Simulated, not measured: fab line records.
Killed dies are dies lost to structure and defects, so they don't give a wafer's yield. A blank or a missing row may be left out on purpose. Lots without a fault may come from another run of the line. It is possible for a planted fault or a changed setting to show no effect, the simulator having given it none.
Check of tool commonality | flow berkeleyCmos170 | 14 lots, 42 wafers sampled

WHY THIS WAS OPENED
2 of 14 lots carry a flag on the reading NSD_RS at UCB170_SDANNEAL_RS_MEAS_03. No-fault wafers: 37.29 ohm/sq, standard deviation 0.085.
Rule: flag the lot when none of its wafers has a number, or when each of its wafers that has one lies beyond 4 standard deviations from that mean. The rest of the lots are taken to be sound.

lot  | measured     | on           | NSD_RS (ohm/sq), wafer by wafer | flag
L416 | day 8 22:50  | filmMetro-01 | 37.25 37.35 37.21               | 
L417 | day 8 22:52  | filmMetro-04 | 37.18 37.32 37.29               | 
L419 | day 9 15:43  | filmMetro-04 | 37.28 37.33 37.43               | 
L424 | day 10 09:09 | filmMetro-04 | 37.39 37.29 37.32               | 
L426 | day 10 18:50 | filmMetro-01 | 35.89 35.90 35.89               | FLAGGED
L430 | day 11 09:31 | filmMetro-04 | 37.17 37.20 37.25               | 
L428 | day 11 10:16 | filmMetro-03 | 35.95 36.03 35.90               | FLAGGED
L431 | day 11 19:29 | filmMetro-01 | 37.30 37.41 37.49               | 
L432 | day 11 19:43 | filmMetro-03 | 37.30 37.19 37.25               | 
L433 | day 12 06:40 | filmMetro-04 | 37.40 37.33 37.43               | 
L435 | day 12 16:21 | filmMetro-01 | 37.16 37.37 37.25               | 
L437 | day 12 16:22 | filmMetro-04 | 37.27 37.30 37.22               | 
L436 | day 12 16:50 | filmMetro-04 | 37.42 37.40 37.37               | 
L438 | day 13 11:57 | filmMetro-03 | 37.21 37.23 37.21               | 
On average the flagged lots' numbers are 35.93 ohm/sq, which is -1.36 ohm/sq against the usual, or -16 standard deviations.

TOOL THAT RAN EACH LOT
The record holds 2 process steps before the reading, out of a route of 331 steps. Read each cell as the tool, then ch plus the chambers that the sampled wafers visited, then the start.
lot  | flag    | UCB170_NSD_IMPLANT_08           | UCB170_NSD_STRIP_09
L416 |         | implanter-04 ch 0, day 8 19:14  | plasmaAsher-04 ch 0,1, day 8 19:23
L417 |         | implanter-01 ch 0, day 8 19:14  | plasmaAsher-02 ch 0,1, day 8 19:22
L419 |         | implanter-03 ch 0, day 9 14:16  | plasmaAsher-01 ch 0,1, day 9 14:23
L424 |         | implanter-04 ch 0, day 10 07:31 | plasmaAsher-02 ch 0,1, day 10 07:40
L426 | FLAGGED | implanter-04 ch 0, day 10 17:03 | plasmaAsher-02 ch 0,1, day 10 17:10
L430 |         | implanter-03 ch 0, day 11 07:40 | plasmaAsher-01 ch 0,1, day 11 07:47
L428 | FLAGGED | implanter-04 ch 0, day 11 08:22 | plasmaAsher-02 ch 0,1, day 11 08:31
L431 |         | implanter-01 ch 0, day 11 17:55 | plasmaAsher-02 ch 0,1, day 11 18:03
L432 |         | implanter-03 ch 0, day 11 18:10 | plasmaAsher-04 ch 0,1, day 11 18:17
L433 |         | implanter-01 ch 0, day 12 05:02 | plasmaAsher-01 ch 0,1, day 12 05:11
L435 |         | implanter-01 ch 0, day 12 14:24 | plasmaAsher-01 ch 0,1, day 12 14:33
L437 |         | implanter-03 ch 0, day 12 14:18 | plasmaAsher-04 ch 0,1, day 12 14:26
L436 |         | implanter-03 ch 0, day 12 15:00 | plasmaAsher-02 ch 0,1, day 12 15:09
L438 |         | implanter-03 ch 0, day 13 08:53 | plasmaAsher-01 ch 0,1, day 13 09:02
What the steps here do:
- UCB170_NSD_IMPLANT_08
- UCB170_NSD_STRIP_09: strips in O2.
- UCB170_SDANNEAL_RS_MEAS_03: measures by four-point-probe.

FLAGGED AGAINST TOTAL, ONE TOOL AT A TIME (gauges that did the reading follow at the end)
step                       | tool           | lots run | flagged | share of the flagged lots | sound lots run after its first flagged lot
UCB170_NSD_IMPLANT_08      | implanter-01   | 4        | 0       | none                      | -
UCB170_NSD_IMPLANT_08      | implanter-03   | 6        | 0       | none                      | -
UCB170_NSD_IMPLANT_08      | implanter-04   | 4        | 2       | all                       | 0
UCB170_NSD_STRIP_09        | plasmaAsher-01 | 5        | 0       | none                      | -
UCB170_NSD_STRIP_09        | plasmaAsher-02 | 6        | 2       | all                       | 2 (L431,L436)
UCB170_NSD_STRIP_09        | plasmaAsher-04 | 3        | 0       | none                      | -
UCB170_SDANNEAL_RS_MEAS_03 | filmMetro-01   | 4        | 1       | some                      | 2 (L431,L435)
UCB170_SDANNEAL_RS_MEAS_03 | filmMetro-03   | 3        | 1       | some                      | 2 (L432,L438)
UCB170_SDANNEAL_RS_MEAS_03 | filmMetro-04   | 7        | 0       | none                      | -

THE TABLE: WHAT IT ALLOWS
implanter-04 at UCB170_NSD_IMPLANT_08 and plasmaAsher-02 at UCB170_NSD_STRIP_09 are the 2 rows of the table that ran each flagged lot.
- implanter-04 at UCB170_NSD_IMPLANT_08: 2 of its 4 lots flagged. Last sound lot L424 at day 10 07:31, first flagged lot L426 at day 10 17:03; a fault beginning in between fits. Its own readings lie more than 4 standard deviations out on every wafer of the flagged lots: beamEnergyKeV.
- plasmaAsher-02 at UCB170_NSD_STRIP_09: 2 of its 6 lots flagged. Sound lots followed the first flagged one (L431, L436) on it, something a lasting fault affecting the whole tool could not allow. Its own readings lie more than 4 standard deviations out on every wafer of the flagged lots: stripTimeToEndpointS.
implanter-04 at UCB170_NSD_IMPLANT_08 is the single tool remaining.

WHAT THE SIMULATOR HAD INSERTED
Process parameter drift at UCB170_NSD_IMPLANT_08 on implanter-04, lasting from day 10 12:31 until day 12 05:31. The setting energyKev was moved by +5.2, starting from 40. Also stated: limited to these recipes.
Shown lots that were struck: L426, L428. The same result came from the rule above.
